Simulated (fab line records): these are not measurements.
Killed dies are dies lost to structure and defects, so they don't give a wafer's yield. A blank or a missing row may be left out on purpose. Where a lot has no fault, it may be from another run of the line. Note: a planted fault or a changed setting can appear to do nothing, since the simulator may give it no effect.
fab line records + flow rit_cmos
record:
- lots: 6
- wafers: 18
- last_day: 7
route steps=202 shown PWELL@49 WELLDRIVE@50 NWELL@51 NRETRO@53 PRETRO@64 M1@202
lots untouched by any fault: they come from a run of this same line in which no faults occurred
start_h: the number of hours between the record's first day and the start of the first shown wafer of the lot + wait_h: time in hours since the lot's previous step + " repeats the value in the row above + L1.1+2: several wafers, shown together as one row + - no value, or no start was given + * or withheld: withheld + < > ~ a bound
route shown NAME@n: a module of which the file shows steps, and the number in the route of the first + usual: the fault-free wafers' mean and standard deviation + same: alike in all rows + chamber/n: place in a boat + sites: readings site by site + _std_site: the standard deviation of these + _edge_site: inner sites' mean taken away from outer sites' mean + radius_mm: how far each site lies from the wafer's centre + mask NAME#n: copy n + behind: the most recent tool/chamber to have shaped the wafer + hold: why the lot went on hold/how many hours it stayed there/how the hold came to an end + device: the n, p or np transistor that did not switch + end of line: the route-end tests of the same wafers + for a step that has no rows: nothing shown but its recipe + killed: not the wafer's yield, but the dies lost to structure and defects at the first sort + map: per-die view of a wafer (x killed, . not killed, _ where there is no die)
set.NAME: setting as actually run; set.NAME@STEP: the setting as run at that earlier step + model.NAME: the simulator's own value behind a step, which no gauge read
lots at selected steps of the route; one table per step, one row per wafer
services: the hour from which a tool's chamber was out of use, counted from the record's first day as start_h (under 0 if before that day), plus the number of hours and why
== steps ==
step: RIT_PWELL_TW_MEAS_10
usual:
- PWELL_TW: 947/7.8
| lot.wafer | tool          | chamber | start_h | wait_h | PWELL_TW |
|-----------|---------------|---------|---------|--------|----------|
| L736.1    | film_metro-01 | -       | 22.90   | 0.1    | 954      |
| L736.4    | "             | -       | "       | "      | 952      |
| L736.6    | "             | -       | "       | "      | 959      |
| L740.2    | film_metro-01 | -       | 43.04   | 0.1    | 957      |
| L740.3    | "             | -       | "       | "      | 954      |
| L740.5    | "             | -       | "       | "      | 958      |
| L750.1    | film_metro-01 | -       | 92.81   | 0.1    | 955      |
| L750.2    | "             | -       | "       | "      | 953      |
| L750.6    | "             | -       | "       | "      | 957      |
| L753.2    | film_metro-02 | -       | 109.54  | 0.1    | 947      |
| L753.4    | "             | -       | "       | "      | 948      |
| L753.5    | "             | -       | "       | "      | 951      |
| L756.2    | film_metro-02 | -       | 123.64  | 0.1    | 949      |
| L756.5    | "             | -       | "       | "      | 939      |
| L756.6    | "             | -       | "       | "      | 942      |
| L758.1    | film_metro-04 | -       | 133.62  | 0.1    | 938      |
| L758.2    | "             | -       | "       | "      | 945      |
| L758.5    | "             | -       | "       | "      | 944      |
step: RIT_WELLDRIVE_ANNEAL_00
recipe:
- temp_c: 1100
- time_s: 14700
- ambient: N2
step: RIT_WELLDRIVE_RS_MEAS_01
recipe:
- thk_meas_gauge: four-point-probe
usual:
- NWELL_RS: 275.4/0.68
| lot.wafer | tool          | chamber | start_h | wait_h | NWELL_RS[ohm/sq] |
|-----------|---------------|---------|---------|--------|------------------|
| L736.1    | film_metro-04 | -       | 28.04   | 0.0    | 274.8            |
| L736.4    | "             | -       | "       | "      | 275.4            |
| L736.6    | "             | -       | "       | "      | 274.9            |
| L740.2    | film_metro-02 | -       | 48.19   | 0.0    | 275.5            |
| L740.3    | "             | -       | "       | "      | 275.1            |
| L740.5    | "             | -       | "       | "      | 274.4            |
| L750.1    | film_metro-02 | -       | 98.87   | 0.0    | 274.9            |
| L750.2    | "             | -       | "       | "      | 275.4            |
| L750.6    | "             | -       | "       | "      | 274.7            |
| L753.2    | film_metro-01 | -       | 114.91  | 0.0    | 275.7            |
| L753.4    | "             | -       | "       | "      | 275.8            |
| L753.5    | "             | -       | "       | "      | 275.9            |
| L756.2    | film_metro-01 | -       | 129.18  | 0.0    | 274.4            |
| L756.5    | "             | -       | "       | "      | 274.3            |
| L756.6    | "             | -       | "       | "      | 275.6            |
| L758.1    | film_metro-01 | -       | 138.76  | 0.0    | 275.9            |
| L758.2    | "             | -       | "       | "      | 275.0            |
| L758.5    | "             | -       | "       | "      | 275.8            |
step: RIT_WELLDRIVE_RS_MEAS_02
recipe:
- thk_meas_gauge: four-point-probe
usual:
- PWELL_RS: 429.0/1.2
| lot.wafer | tool          | chamber | start_h | wait_h | PWELL_RS[ohm/sq] |
|-----------|---------------|---------|---------|--------|------------------|
| L736.1    | film_metro-04 | -       | 28.16   | 0.1    | 428.8            |
| L736.4    | "             | -       | "       | "      | 428.0            |
| L736.6    | "             | -       | "       | "      | 426.8            |
| L740.2    | film_metro-02 | -       | 48.31   | 0.1    | 429.5            |
| L740.3    | "             | -       | "       | "      | 430.4            |
| L740.5    | "             | -       | "       | "      | 429.8            |
| L750.1    | film_metro-02 | -       | 98.99   | 0.1    | 428.3            |
| L750.2    | "             | -       | "       | "      | 429.4            |
| L750.6    | "             | -       | "       | "      | 430.1            |
| L753.2    | film_metro-01 | -       | 115.03  | 0.1    | 428.6            |
| L753.4    | "             | -       | "       | "      | 427.9            |
| L753.5    | "             | -       | "       | "      | 428.2            |
| L756.2    | film_metro-01 | -       | 129.30  | 0.1    | 428.6            |
| L756.5    | "             | -       | "       | "      | 430.4            |
| L756.6    | "             | -       | "       | "      | 428.5            |
| L758.1    | film_metro-01 | -       | 138.88  | 0.1    | 429.4            |
| L758.2    | "             | -       | "       | "      | 430.1            |
| L758.5    | "             | -       | "       | "      | 428.2            |
step: RIT_NRETRO_HMDS_00
recipe:
- prime_time_s: 60
- prime_temp_c: 140
step: RIT_NRETRO_COAT_01
recipe:
- resist: NOVOLAK
- spin_rpm: 2000
- resist_thk_nm: 1300
step: RIT_NRETRO_SOFTBAKE_02
recipe:
- resist: NOVOLAK
- temp_c: 90
- time_s: 60
step: RIT_NRETRO_EXPOSE_03
recipe:
- mask_id: M4
- na: 0.57
- target_cd_nm: 43900
- dose_mj: 250
step: RIT_NRETRO_PEB_04
recipe:
- resist: NOVOLAK
- temp_c: withheld
- time_s: withheld
step: RIT_NRETRO_DEVELOP_05
recipe:
- resist: NOVOLAK
- develop_time_s: 68
- dev_temp_c: 23
step: RIT_NRETRO_OVL_MEAS_06
usual:
- NRETRO_OVL: 1.0/1.2
| lot.wafer | tool       | chamber | start_h | wait_h | NRETRO_OVL[nm] |
|-----------|------------|---------|---------|--------|----------------|
| L736.1    | overlay-02 | -       | 29.49   | -      | 0.9            |
| L736.4    | "          | -       | "       | "      | 1.7            |
| L736.6    | "          | -       | "       | "      | 1.3            |
| L740.2    | overlay-02 | -       | 49.42   | -      | 1.3            |
| L740.3    | "          | -       | "       | "      | 0.8            |
| L740.5    | "          | -       | "       | "      | 1.5            |
| L750.1    | overlay-01 | -       | 100.12  | -      | 1.0            |
| L750.2    | "          | -       | "       | "      | 0.4            |
| L750.6    | "          | -       | "       | "      | 2.0            |
| L753.2    | overlay-01 | -       | 116.01  | -      | -0.6           |
| L753.4    | "          | -       | "       | "      | 0.6            |
| L753.5    | "          | -       | "       | "      | 3.2            |
| L756.2    | overlay-01 | -       | 130.41  | -      | -1.5           |
| L756.5    | "          | -       | "       | "      | -0.7           |
| L756.6    | "          | -       | "       | "      | -1.0           |
| L758.1    | overlay-01 | -       | 140.12  | -      | 0.8            |
| L758.2    | "          | -       | "       | "      | 2.6            |
| L758.5    | "          | -       | "       | "      | 0.4            |
step: RIT_NRETRO_HARDBAKE_07
recipe:
- resist: NOVOLAK
- temp_c: 140
- time_s: 120
step: RIT_NRETRO_IMPLANT_08
recipe:
- species: P
- energy_kev: 70
- dose_cm2: 1e+13
- tilt_deg: 7
usual:
- beam_energy_keV: 69.995/0.024
- dose_ions_cm2: 1.0004e+13/1.1e+10
| lot.wafer | tool         | chamber | start_h | wait_h | beam_energy_keV | dose_ions_cm2 | model.implant.rp_nm | model.implant.drp_nm |
|-----------|--------------|---------|---------|--------|-----------------|---------------|---------------------|----------------------|
| L736.1    | implanter-03 | 0       | 29.78   | 0.2    | 69.952          | 1.0008e+13    | 83.3                | 33.94                |
| L736.4    | "            | 0       | "       | "      | 69.980          | 9.995e+12     | 83.3                | 33.94                |
| L736.6    | "            | 0       | "       | "      | 69.993          | 1.0005e+13    | 83.3                | 33.94                |
| L740.2    | implanter-04 | 0       | 49.73   | 0.2    | 70.035          | 1.0011e+13    | 85.56               | 33.94                |
| L740.3    | "            | 0       | "       | "      | 70.045          | 1.003e+13     | 85.56               | 33.94                |
| L740.5    | "            | 0       | "       | "      | 70.016          | 1.0018e+13    | 85.56               | 33.94                |
| L750.1    | implanter-04 | 0       | 100.40  | 0.2    | 79.130          | 1.0002e+13    | 97.11               | 37.58                |
| L750.2    | "            | 0       | "       | "      | 79.118          | 1.0011e+13    | 97.11               | 37.58                |
| L750.6    | "            | 0       | "       | "      | 79.115          | 1.0003e+13    | 97.11               | 37.58                |
| L753.2    | implanter-04 | 0       | 116.32  | 0.2    | 79.090          | 1.0005e+13    | 99.05               | 37.58                |
| L753.4    | "            | 0       | "       | "      | 79.103          | 9.996e+12     | 99.05               | 37.58                |
| L753.5    | "            | 0       | "       | "      | 79.124          | 1e+13         | 99.05               | 37.58                |
| L756.2    | implanter-03 | 0       | 130.71  | 0.2    | 70.021          | 1.0001e+13    | 85.26               | 33.94                |
| L756.5    | "            | 0       | "       | "      | 70.014          | 9.999e+12     | 85.26               | 33.94                |
| L756.6    | "            | 0       | "       | "      | 69.969          | 9.99e+12      | 85.26               | 33.94                |
| L758.1    | implanter-03 | 0       | 140.40  | 0.2    | 69.988          | 1.0006e+13    | 83.65               | 33.94                |
| L758.2    | "            | 0       | "       | "      | 70.009          | 1.0024e+13    | 83.65               | 33.94                |
| L758.5    | "            | 0       | "       | "      | 70.051          | 1.0003e+13    | 83.65               | 33.94                |
step: RIT_NRETRO_STRIP_09
recipe:
- chemistry: O2
- time_s: 180
- resist: NOVOLAK
- platen_temp_c: withheld
- power_w: 500
- pressure_mtorr: 4000
- o2_flow_sccm: 4000
usual:
- drypump_motor_current_A: 5.7/0.57
| lot.wafer | tool            | chamber | start_h | wait_h | drypump_motor_current_A | rf_hours_counter_h |
|-----------|-----------------|---------|---------|--------|-------------------------|--------------------|
| L736.1    | plasma_asher-03 | 0       | 29.93   | 0.1    | 4.9                     | 22                 |
| L736.4    | "               | 0       | "       | "      | 4.9                     | -                  |
| L736.6    | "               | 0       | "       | "      | 4.9                     | -                  |
| L740.2    | plasma_asher-03 | 1       | 49.85   | 0.1    | 6.1                     | 24                 |
| L740.3    | "               | 0       | "       | "      | 4.9                     | -                  |
| L740.5    | "               | 1       | "       | "      | 6.1                     | -                  |
| L750.1    | plasma_asher-03 | 1       | 100.55  | 0.1    | 6.1                     | 30                 |
| L750.2    | "               | 0       | "       | "      | 4.9                     | 30                 |
| L750.6    | "               | 0       | "       | "      | 4.9                     | -                  |
| L753.2    | plasma_asher-04 | 1       | 116.44  | 0.1    | 6.5                     | 50                 |
| L753.4    | "               | 0       | "       | "      | 5.8                     | -                  |
| L753.5    | "               | 1       | "       | "      | 6.5                     | -                  |
| L756.2    | plasma_asher-01 | 0       | 130.84  | 0.1    | 5.2                     | 51                 |
| L756.5    | "               | 1       | "       | "      | 5.9                     | -                  |
| L756.6    | "               | 0       | "       | "      | 5.2                     | -                  |
| L758.1    | plasma_asher-03 | 1       | 140.55  | 0.1    | 6.1                     | 35                 |
| L758.2    | "               | 0       | "       | "      | 4.9                     | 35                 |
| L758.5    | "               | 1       | "       | "      | 6.1                     | -                  |
step: RIT_NRETRO_TW_MEAS_10
usual:
- NRETRO_TW: 1042/6.3
| lot.wafer | tool          | chamber | start_h | wait_h | NRETRO_TW |
|-----------|---------------|---------|---------|--------|-----------|
| L736.1    | film_metro-03 | -       | 30.10   | 0.1    | 1050      |
| L736.4    | "             | -       | "       | "      | 1054      |
| L736.6    | "             | -       | "       | "      | 1058      |
| L740.2    | film_metro-03 | -       | 50.04   | 0.1    | 1048      |
| L740.3    | "             | -       | "       | "      | 1059      |
| L740.5    | "             | -       | "       | "      | 1049      |
| L750.1    | film_metro-04 | -       | 100.73  | 0.1    | 1075      |
| L750.2    | "             | -       | "       | "      | 1076      |
| L750.6    | "             | -       | "       | "      | 1073      |
| L753.2    | film_metro-04 | -       | 116.63  | 0.1    | 1070      |
| L753.4    | "             | -       | "       | "      | 1070      |
| L753.5    | "             | -       | "       | "      | 1070      |
| L756.2    | film_metro-02 | -       | 131.02  | 0.1    | 1040      |
| L756.5    | "             | -       | "       | "      | 1036      |
| L756.6    | "             | -       | "       | "      | 1040      |
| L758.1    | film_metro-04 | -       | 140.73  | 0.1    | 1040      |
| L758.2    | "             | -       | "       | "      | 1040      |
| L758.5    | "             | -       | "       | "      | 1042      |
step: RIT_PRETRO_HMDS_00
recipe:
- prime_time_s: 60
- prime_temp_c: 140
step: RIT_M1_PROBE_99
usual:
- killed_at_front_end: 7.1/3
- killed_dies: 7.3/3
- killed_open: 3.6/2
- killed_short: 3.5/1.9
same:
- gross_dies: 264
- killed_at_M0_to_M3: 0
- killed_at_M4_up: 0
- killed_at_back_side: 0
- killed_at_contacts: 0
- killed_at_other: 0
| lot.wafer | tool      | chamber | start_h | wait_h | killed_at_front_end | killed_dies | killed_open | killed_short | model.etest.cap_p_gate.c_min_ff_um2 | model.etest.pmos_narrow.vt_v |
|-----------|-----------|---------|---------|--------|---------------------|-------------|-------------|--------------|-------------------------------------|------------------------------|
| L736.1    | prober-01 | -       | 56.91   | 0.1    | 8                   | 8           | 4           | 3            | 2.327                               | -0.4955                      |
| L736.4    | prober-01 | -       | 57.06   | 0.2    | 17                  | 17          | 8           | 8            | 2.342                               | -0.483                       |
| L736.6    | prober-01 | -       | 57.16   | 0.2    | 7                   | 7           | 1           | 6            | 2.33                                | -0.4906                      |
| L740.2    | prober-01 | -       | 78.52   | 0.1    | 4                   | 4           | 2           | 2            | 2.343                               | -0.4842                      |
| L740.3    | prober-01 | -       | 78.57   | 0.2    | 8                   | 8           | 3           | 5            | 2.327                               | -0.4843                      |
| L740.5    | prober-01 | -       | 78.67   | 0.2    | 4                   | 4           | 3           | 1            | 2.33                                | -0.479                       |
| L750.1    | prober-01 | -       | 128.67  | 0.1    | 7                   | 7           | 4           | 3            | 2.299                               | -0.4676                      |
| L750.2    | prober-01 | -       | 128.72  | 0.1    | 9                   | 9           | 5           | 4            | 2.298                               | -0.4754                      |
| L750.6    | prober-01 | -       | 128.92  | 0.2    | 8                   | 8           | 3           | 5            | 2.287                               | -0.4805                      |
| L753.2    | prober-02 | -       | 143.23  | 0.1    | 7                   | 7           | 3           | 4            | 2.268                               | -0.4637                      |
| L753.4    | prober-02 | -       | 143.33  | 0.2    | 2                   | 2           | 0           | 2            | 2.281                               | -0.4675                      |
| L753.5    | prober-02 | -       | 143.38  | 0.2    | 5                   | 5           | 4           | 1            | 2.263                               | -0.4724                      |
| L756.2    | prober-01 | -       | 157.76  | 0.1    | 8                   | 8           | 5           | 3            | 2.318                               | -0.4925                      |
| L756.5    | prober-01 | -       | 157.91  | 0.2    | 8                   | 8           | 4           | 4            | 2.329                               | -0.4924                      |
| L756.6    | prober-01 | -       | 157.96  | 0.2    | 8                   | 8           | 2           | 6            | 2.317                               | -0.4979                      |
| L758.1    | prober-01 | -       | 167.17  | 0.1    | 13                  | 13          | 8           | 5            | 2.323                               | -0.4997                      |
| L758.2    | prober-01 | -       | 167.22  | 0.1    | 3                   | 3           | 1           | 2            | 2.305                               | -0.5072                      |
| L758.5    | prober-01 | -       | 167.37  | 0.2    | 3                   | 3           | 2           | 1            | 2.318                               | -0.506                       |
killed by level:class
L736.1 GATE:geometric_particle:short=2 GATE:geometric_particle:open=2 FOX2:geometric_particle:open=1 FOX2:geometric_particle:short=1 GATE:coat_microbubble_printed=1 REOX:geometric_particle:open=1
L736.4 REOX:geometric_particle:short=3 FOX2:geometric_particle:open=2 GATE:geometric_particle:short=2 SPACER:geometric_particle:short=2 REOX:geometric_particle:open=2 SPACER:geometric_particle:open=2 FOX1:geometric_particle:open=1 GATE:geometric_particle:open=1
L736.6 GATE:geometric_particle:short=3 SPACER:geometric_particle:short=2 FOX2:geometric_particle:open=1 REOX:geometric_particle:short=1
L740.2 GATE:geometric_particle:short=2 FOX2:geometric_particle:open=1 GATE:geometric_particle:open=1
L740.3 GATE:geometric_particle:short=3 GATE:geometric_particle:open=2 REOX:geometric_particle:open=1 SPACER:geometric_particle:short=1 SILICIDE:geometric_particle:short=1
L740.5 GATE:geometric_particle:open=2 GATE:geometric_particle:short=1 SPACER:geometric_particle:open=1
L750.1 SPACER:geometric_particle:short=2 FOX1:geometric_particle:open=1 GATE:geometric_particle:short=1 GATE:geometric_particle:open=1 REOX:geometric_particle:open=1 SPACER:geometric_particle:open=1
L750.2 SPACER:geometric_particle:short=3 FOX2:geometric_particle:open=2 FOX1:geometric_particle:open=1 GATE:geometric_particle:short=1 REOX:geometric_particle:open=1 SPACER:geometric_particle:open=1
L750.6 SPACER:geometric_particle:open=3 SPACER:geometric_particle:short=2 FOX1:geometric_particle:short=1 FOX2:geometric_particle:short=1 GATE:geometric_particle:short=1
L753.2 GATE:geometric_particle:short=2 GATE:geometric_particle:open=2 SILICIDE:geometric_particle:short=2 REOX:geometric_particle:open=1
L753.4 FOX2:geometric_particle:short=1 REOX:geometric_particle:short=1
L753.5 GATE:geometric_particle:open=2 GATE:geometric_particle:short=1 REOX:geometric_particle:open=1 SILICIDE:geometric_particle:open=1
L756.2 FOX1:geometric_particle:short=2 FOX2:geometric_particle:open=2 FOX1:geometric_particle:open=1 REOX:geometric_particle:open=1 REOX:geometric_particle:short=1 SILICIDE:geometric_particle:open=1
L756.5 FOX1:geometric_particle:short=2 FOX2:geometric_particle:open=1 GATE:geometric_particle:short=1 GATE:geometric_particle:open=1 REOX:geometric_particle:open=1 SPACER:geometric_particle:open=1 SPACER:geometric_particle:short=1
L756.6 REOX:geometric_particle:short=4 FOX1:geometric_particle:short=1 FOX1:geometric_particle:open=1 GATE:geometric_particle:short=1 REOX:geometric_particle:open=1
L758.1 SPACER:geometric_particle:open=4 SILICIDE:geometric_particle:open=3 SPACER:geometric_particle:short=2 FOX1:geometric_particle:short=1 GATE:geometric_particle:short=1 GATE:geometric_particle:open=1 REOX:geometric_particle:short=1
L758.2 SPACER:geometric_particle:short=2 SILICIDE:geometric_particle:open=1
L758.5 REOX:geometric_particle:short=1 REOX:geometric_particle:open=1 SPACER:geometric_particle:open=1
== services ==
| tool            | chamber | start_h | hours | kind   |
|-----------------|---------|---------|-------|--------|
| plasma_asher-03 | -       | 44.61   | 4.5   | repair |
| plasma_asher-03 | -       | 110.13  | 0.6   | repair |
== key ==
first_sign:
- step: RIT_NRETRO_IMPLANT_08
- reading: beam_energy_keV
- direction: up
- sigmas: 99+
- usual: 69.995
- struck: 79.113
effect:
- step: RIT_NRETRO_TW_MEAS_10
- reading: NRETRO_TW
- direction: up
- sigmas: 4.8
- usual: 1042
- struck: 1072
model_effect:
- step: RIT_NRETRO_IMPLANT_08
- value: implant.rp_nm
- without: 86.49
- struck: 98.08
model_effect:
- step: RIT_M1_PROBE_99
- value: etest.cap_p_gate.c_min_ff_um2
- without: 2.323
- struck: 2.283
met_at RIT_NRETRO_IMPLANT_08
struck_wafers L750.1,L750.2,L750.6,L753.2,L753.4,L753.5
tester_left_out L750,L753
onset_between 49.73 100.40
fault:
- kind: process_parameter_drift
- tool: implanter-04
- chamber: -
- onset_h: 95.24
- steps: RIT_NRETRO_IMPLANT_08
- channel: energy_kev
- offset: 9.1
- shape: step
- end_h: 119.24
- acts_in: these_recipes_only
- stated: 70
tester_left_out: of these lots the tester's yield and bins aren't shown, on N5 and GAA mostly nor the transistor test; their killed dies are dies lost to structure and defects alone, not to doping, threshold or leakage, so they don't give the yield
